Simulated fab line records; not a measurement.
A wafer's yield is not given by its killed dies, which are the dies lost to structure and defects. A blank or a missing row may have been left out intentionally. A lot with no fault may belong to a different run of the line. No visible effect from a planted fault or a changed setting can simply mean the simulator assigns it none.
Which tool did it? || flow berkeley_cmos170 || 13 lots with 39 wafers sampled at 5 steps, on a route of 331 steps

== WHAT THE GAUGES READ, wafer by wafer ==
UCB170_NSD_CD_MEAS_06: target cd 1200 nm. Usual: cd_nm 1200.5 nm, standard deviation 1.6.
{"lot": "L822", "measured": "day 6 10:06", "on": "cd_sem-01", "cd_nm (nm)": "1200.7 1202.7 1201.3", "flag": ""}
{"lot": "L820", "measured": "day 6 10:20", "on": "cd_sem-01", "cd_nm (nm)": "1199.8 1201.1 1200.1", "flag": ""}
{"lot": "L824", "measured": "day 7 07:03", "on": "cd_sem-01", "cd_nm (nm)": "1200.4 1199.0 1200.6", "flag": ""}
{"lot": "L823", "measured": "day 7 09:58", "on": "cd_sem-01", "cd_nm (nm)": "1202.3 1202.8 1201.6", "flag": ""}
{"lot": "L826", "measured": "day 7 10:30", "on": "cd_sem-02", "cd_nm (nm)": "1201.4 1202.7 1201.7", "flag": ""}
{"lot": "L828", "measured": "day 8 14:20", "on": "cd_sem-01", "cd_nm (nm)": "1205.2 1204.8 1203.4", "flag": ""}
{"lot": "L836", "measured": "day 9 13:36", "on": "cd_sem-01", "cd_nm (nm)": "1201.6 1201.8 1201.8", "flag": ""}
{"lot": "L837", "measured": "day 9 15:34", "on": "cd_sem-01", "cd_nm (nm)": "1200.2 1199.0 1199.3", "flag": ""}
{"lot": "L839", "measured": "day 10 06:04", "on": "cd_sem-02", "cd_nm (nm)": "1201.7 1199.4 1201.3", "flag": ""}
{"lot": "L840", "measured": "day 10 13:49", "on": "cd_sem-02", "cd_nm (nm)": "1202.5 1202.3 1201.8", "flag": ""}
{"lot": "L838", "measured": "day 10 14:28", "on": "cd_sem-01", "cd_nm (nm)": "1200.9 1202.5 1200.1", "flag": ""}
{"lot": "L842", "measured": "day 11 06:08", "on": "cd_sem-01", "cd_nm (nm)": "1201.3 1200.1 1200.1", "flag": ""}
{"lot": "L843", "measured": "day 11 06:12", "on": "cd_sem-01", "cd_nm (nm)": "1199.5 1200.9 1199.8", "flag": ""}

UCB170_V1_THK_MEAS_04. Usual: for V1_POLISHED_THK the level is 1000.1 nm and the standard deviation is 1.3.
{"lot": "L822", "measured": "day 6 22:44", "on": "film_metro-01", "V1_POLISHED_THK (nm)": "1001.6 1001.1 999.7", "flag": ""}
{"lot": "L820", "measured": "day 6 22:31", "on": "film_metro-04", "V1_POLISHED_THK (nm)": "1001.4 1000.9 1000.7", "flag": ""}
{"lot": "L824", "measured": "day 7 21:28", "on": "film_metro-01", "V1_POLISHED_THK (nm)": "1000.3 1000.7 1000.5", "flag": ""}
{"lot": "L823", "measured": "day 7 21:23", "on": "film_metro-04", "V1_POLISHED_THK (nm)": "1001.4 1000.8 1001.6", "flag": ""}
{"lot": "L826", "measured": "day 8 01:45", "on": "film_metro-01", "V1_POLISHED_THK (nm)": "999.0 1000.5 998.3", "flag": ""}
{"lot": "L828", "measured": "day 9 05:11", "on": "film_metro-03", "V1_POLISHED_THK (nm)": "998.2 999.7 999.6", "flag": ""}
{"lot": "L836", "measured": "day 10 06:03", "on": "film_metro-03", "V1_POLISHED_THK (nm)": "1000.1 999.1 998.3", "flag": ""}
{"lot": "L837", "measured": "day 10 06:02", "on": "film_metro-04", "V1_POLISHED_THK (nm)": "1001.6 1000.8 999.9", "flag": ""}
{"lot": "L839", "measured": "day 10 22:13", "on": "film_metro-03", "V1_POLISHED_THK (nm)": "998.0 996.7 999.1", "flag": ""}
{"lot": "L840", "measured": "day 11 04:32", "on": "film_metro-04", "V1_POLISHED_THK (nm)": "1000.1 999.0 998.6", "flag": ""}
{"lot": "L838", "measured": "day 11 04:34", "on": "film_metro-01", "V1_POLISHED_THK (nm)": "999.0 998.9 998.6", "flag": ""}
{"lot": "L842", "measured": "day 11 23:43", "on": "film_metro-01", "V1_POLISHED_THK (nm)": "1000.6 998.7 998.7", "flag": ""}
{"lot": "L843", "measured": "day 12 00:17", "on": "film_metro-01", "V1_POLISHED_THK (nm)": "1000.0 1002.4 1000.9", "flag": ""}

UCB170_V2_CD_MEAS_12: target cd 700 nm. Usual: cd_nm 700.1 nm, standard deviation 1.4.
{"lot": "L822", "measured": "day 7 09:14", "on": "cd_sem-01", "cd_nm (nm)": "699.7 701.2 701.6", "flag": ""}
{"lot": "L820", "measured": "day 7 09:44", "on": "cd_sem-01", "cd_nm (nm)": "701.6 701.8 700.0", "flag": ""}
{"lot": "L824", "measured": "day 8 05:54", "on": "cd_sem-02", "cd_nm (nm)": "698.1 697.4 697.5", "flag": ""}
{"lot": "L823", "measured": "day 8 05:39", "on": "cd_sem-02", "cd_nm (nm)": "699.2 698.8 698.2", "flag": ""}
{"lot": "L826", "measured": "day 8 09:50", "on": "cd_sem-02", "cd_nm (nm)": "699.9 698.7 700.0", "flag": ""}
{"lot": "L828", "measured": "day 9 13:16", "on": "cd_sem-01", "cd_nm (nm)": "705.2 703.0 704.9", "flag": "OFF"}
{"lot": "L836", "measured": "day 10 12:44", "on": "cd_sem-01", "cd_nm (nm)": "701.3 700.4 699.8", "flag": ""}
{"lot": "L837", "measured": "day 10 13:55", "on": "cd_sem-01", "cd_nm (nm)": "701.4 702.3 701.0", "flag": ""}
{"lot": "L839", "measured": "day 11 06:32", "on": "cd_sem-01", "cd_nm (nm)": "701.1 699.9 700.4", "flag": ""}
{"lot": "L840", "measured": "day 11 12:19", "on": "cd_sem-01", "cd_nm (nm)": "700.8 700.6 700.0", "flag": ""}
{"lot": "L838", "measured": "day 11 12:14", "on": "cd_sem-02", "cd_nm (nm)": "698.7 699.4 698.7", "flag": ""}
{"lot": "L842", "measured": "day 12 07:58", "on": "cd_sem-01", "cd_nm (nm)": "700.4 700.3 699.8", "flag": ""}
{"lot": "L843", "measured": "day 12 09:05", "on": "cd_sem-02", "cd_nm (nm)": "700.9 702.1 702.4", "flag": ""}

UCB170_M3_CD_MEAS_15: target cd 700 nm. Usual: cd_nm 699.6 nm, standard deviation 1.3.
{"lot": "L822", "measured": "day 7 12:11", "on": "cd_sem-02", "cd_nm (nm)": "699.3 699.1 698.3", "flag": ""}
{"lot": "L820", "measured": "day 7 12:36", "on": "cd_sem-01", "cd_nm (nm)": "699.0 699.7 698.9", "flag": ""}
{"lot": "L824", "measured": "day 8 08:45", "on": "cd_sem-01", "cd_nm (nm)": "701.1 700.5 700.2", "flag": ""}
{"lot": "L823", "measured": "day 8 08:22", "on": "cd_sem-02", "cd_nm (nm)": "700.9 701.2 701.0", "flag": ""}
{"lot": "L826", "measured": "day 8 12:48", "on": "cd_sem-01", "cd_nm (nm)": "699.1 699.5 700.1", "flag": ""}
{"lot": "L828", "measured": "day 9 16:34", "on": "cd_sem-02", "cd_nm (nm)": "701.5 699.1 699.8", "flag": ""}
{"lot": "L836", "measured": "day 10 16:10", "on": "cd_sem-01", "cd_nm (nm)": "698.9 699.1 697.0", "flag": ""}
{"lot": "L837", "measured": "day 10 17:56", "on": "cd_sem-02", "cd_nm (nm)": "698.7 697.7 698.7", "flag": ""}
{"lot": "L839", "measured": "day 11 09:37", "on": "cd_sem-01", "cd_nm (nm)": "698.8 699.9 698.5", "flag": ""}
{"lot": "L840", "measured": "day 11 15:01", "on": "cd_sem-02", "cd_nm (nm)": "699.5 699.3 700.0", "flag": ""}
{"lot": "L838", "measured": "day 11 14:49", "on": "cd_sem-01", "cd_nm (nm)": "698.4 698.4 699.1", "flag": ""}
{"lot": "L842", "measured": "day 12 12:46", "on": "cd_sem-01", "cd_nm (nm)": "700.0 699.3 698.6", "flag": ""}
{"lot": "L843", "measured": "day 12 14:10", "on": "cd_sem-01", "cd_nm (nm)": "700.5 698.7 699.8", "flag": ""}

== EACH LOT AND THE TOOL THAT RAN IT (in order: tool; ch and the chambers of the sampled wafers; start) ==
{"lot": "L822", "UCB170_V2_PEB_10": "litho_track-01 ch 0, day 7 08:57"}
{"lot": "L820", "UCB170_V2_PEB_10": "litho_track-01 ch 0, day 7 09:26"}
{"lot": "L824", "UCB170_V2_PEB_10": "litho_track-01 ch 0, day 8 05:38"}
{"lot": "L823", "UCB170_V2_PEB_10": "litho_track-01 ch 0, day 8 05:23"}
{"lot": "L826", "UCB170_V2_PEB_10": "litho_track-02 ch 0, day 8 09:34"}
{"lot": "L828", "UCB170_V2_PEB_10": "litho_track-01 ch 0, day 9 12:59"}
{"lot": "L836", "UCB170_V2_PEB_10": "litho_track-02 ch 0, day 10 12:28"}
{"lot": "L837", "UCB170_V2_PEB_10": "litho_track-02 ch 0, day 10 13:36"}
{"lot": "L839", "UCB170_V2_PEB_10": "litho_track-03 ch 0, day 11 06:13"}
{"lot": "L840", "UCB170_V2_PEB_10": "litho_track-02 ch 0, day 11 12:03"}
{"lot": "L838", "UCB170_V2_PEB_10": "litho_track-03 ch 0, day 11 11:59"}
{"lot": "L842", "UCB170_V2_PEB_10": "litho_track-02 ch 0, day 12 07:42"}
{"lot": "L843", "UCB170_V2_PEB_10": "litho_track-02 ch 0, day 12 08:48"}
- UCB170_V2_PEB_10

== WHAT THE TOOLS THEMSELVES READ (means of the sampled wafers that have a number; where no wafer has one, the mark that the record gives instead) ==
The record holds no such reading with a usual standard deviation.

== THE ANSWER, worked out from the rows above alone ==
Rule: lot off if the mean of its wafers having a number is beyond 3 standard deviations from the usual mean. A lot without any number at a reading at which 4 lots or more have one is off too. Any other lot the step has rows for is counted as sound. After the gauges, taken in route order, come the tools' own readings; for these a lot's mean is taken, as printed above. The first step at which some lot is off is used, and at that step the reading that is off furthest; a lot without a number counts as furthest.
Off: L828, at UCB170_V2_CD_MEAS_12 (cd_nm).
A tool fits if, at a process step before that reading, it ran every lot that is off, and no sound lot after the first of them. The gauges at UCB170_V2_CD_MEAS_12 are tried like those tools. One fits: UCB170_V2_PEB_10 on litho_track-01. Its last sound lot is L824 (day 8 05:38), its first lot that is off L828 (day 9 12:59): a fault that began between those two fits.

== WHAT THE SIMULATOR PUT IN ==
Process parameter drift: litho_track-01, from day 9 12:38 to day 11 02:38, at UCB170_V2_PEB_10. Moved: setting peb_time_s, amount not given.
Struck lots among those shown: L828. This agrees with what the rule above found.
